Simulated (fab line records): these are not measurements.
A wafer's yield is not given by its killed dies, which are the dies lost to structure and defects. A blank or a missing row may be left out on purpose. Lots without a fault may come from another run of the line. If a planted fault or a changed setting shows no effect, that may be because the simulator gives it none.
A sampling plan put to the test ; flow ritCmos ; 13 faults told of in these records, all on one fab line, each judged by the records of the lots it struck
The plan is the line's own looks: the steps of the route at which a gauge or an inspection reads the wafer and doesn't change it. Where struck wafers have a number at a look and the file lists that look's usual mean and standard deviation on fault-free wafers, the look can be judged. Caught: the struck wafers' mean, at a look after the fault's first step, is 4 or more of those standard deviations (sigma) away from the usual mean. On the tool: here the same test is run on the tool's own readings at the fault's steps. Caught also covers a different recipe on the struck wafers, or a record left blank for those wafers only.

== THE FAULTS, as the simulator had put them in ==
1. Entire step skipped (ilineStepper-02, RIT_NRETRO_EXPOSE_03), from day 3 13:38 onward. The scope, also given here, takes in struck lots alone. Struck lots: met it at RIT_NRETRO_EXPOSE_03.
2. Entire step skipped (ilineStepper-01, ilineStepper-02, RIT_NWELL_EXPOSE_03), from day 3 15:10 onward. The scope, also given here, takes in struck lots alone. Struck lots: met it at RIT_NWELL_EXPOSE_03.
3. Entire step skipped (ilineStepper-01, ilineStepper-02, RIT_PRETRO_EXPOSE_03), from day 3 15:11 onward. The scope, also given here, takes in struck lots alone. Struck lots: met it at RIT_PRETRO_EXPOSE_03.
4. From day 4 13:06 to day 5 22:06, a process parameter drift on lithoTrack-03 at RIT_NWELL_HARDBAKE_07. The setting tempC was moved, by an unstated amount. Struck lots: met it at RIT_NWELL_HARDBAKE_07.
5. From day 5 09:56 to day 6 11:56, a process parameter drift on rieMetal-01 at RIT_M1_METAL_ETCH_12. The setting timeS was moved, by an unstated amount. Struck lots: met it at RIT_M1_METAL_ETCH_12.
6. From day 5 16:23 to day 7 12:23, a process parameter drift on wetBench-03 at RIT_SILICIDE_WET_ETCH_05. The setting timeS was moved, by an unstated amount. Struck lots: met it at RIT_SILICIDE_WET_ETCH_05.
7. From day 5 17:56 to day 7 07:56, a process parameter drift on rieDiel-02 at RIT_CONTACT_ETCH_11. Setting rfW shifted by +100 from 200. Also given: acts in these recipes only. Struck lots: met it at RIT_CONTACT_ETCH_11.
8. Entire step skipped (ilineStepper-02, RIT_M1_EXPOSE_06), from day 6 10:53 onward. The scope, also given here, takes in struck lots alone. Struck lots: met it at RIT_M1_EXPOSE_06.
9. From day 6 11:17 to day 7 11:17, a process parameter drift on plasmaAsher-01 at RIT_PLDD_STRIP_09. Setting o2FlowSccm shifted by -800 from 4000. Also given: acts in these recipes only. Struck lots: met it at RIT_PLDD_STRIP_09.
10. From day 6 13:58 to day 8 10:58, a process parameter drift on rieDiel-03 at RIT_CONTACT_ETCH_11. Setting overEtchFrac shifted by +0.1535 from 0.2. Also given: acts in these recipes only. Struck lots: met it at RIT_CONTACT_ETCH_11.
11. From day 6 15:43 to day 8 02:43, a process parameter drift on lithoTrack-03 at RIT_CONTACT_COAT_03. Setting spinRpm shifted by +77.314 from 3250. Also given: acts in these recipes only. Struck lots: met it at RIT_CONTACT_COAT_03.
12. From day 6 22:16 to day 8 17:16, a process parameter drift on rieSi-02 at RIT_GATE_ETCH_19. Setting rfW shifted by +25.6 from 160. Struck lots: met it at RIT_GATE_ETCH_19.
13. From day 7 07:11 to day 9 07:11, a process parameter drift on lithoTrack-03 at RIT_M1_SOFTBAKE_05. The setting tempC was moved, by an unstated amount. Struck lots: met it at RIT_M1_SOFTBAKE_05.

== WHAT THE PLAN SAW ==
fault;on the tool itself;first look that catches it;reading, sigma;median hours from its first step to that look;hours from the fault's start to the first struck lot there;judged looks passed uncaught
1;no reading that can be judged;no look after it can be judged;-;-;-;0
2;no reading that can be judged;no look after it can be judged;-;-;-;0
3;no reading that can be judged;no look after it can be judged;-;-;-;0
4;heaterPowerTotalW +23 sigma;no look after it can be judged;-;-;-;0
5;runLengthS -99 or beyond sigma;no look after it can be judged;-;-;-;0
6;runLengthS -16 sigma;no look after it can be judged;-;-;-;0
7;rfFwdPowerW +99 or beyond sigma;no look after it can be judged;-;-;-;0
8;no reading that can be judged;no look after it can be judged;-;-;-;0
9;o2FlowSccm -66 sigma;no look after it can be judged;-;-;-;0
10;under 2 sigma;no look after it can be judged;-;-;-;0
11;spinSpeedRpm +33 sigma;no look after it can be judged;-;-;-;0
12;rfFwdPowerW +52 sigma;no look after it can be judged;-;-;-;0
13;heaterPowerTotalW -17 sigma;no look after it can be judged;-;-;-;0
A dash: this means the fault isn't caught or the number doesn't appear in these records.

Caught at a look: 0 of 13. Caught on the tool: 8 of 13. By one or the other: 8 of 13.
Caught on the tool alone: faults 4, 5, 6, 7, 9, 11, 12, 13.
Caught by neither: faults 1, 2, 3, 8, 10.
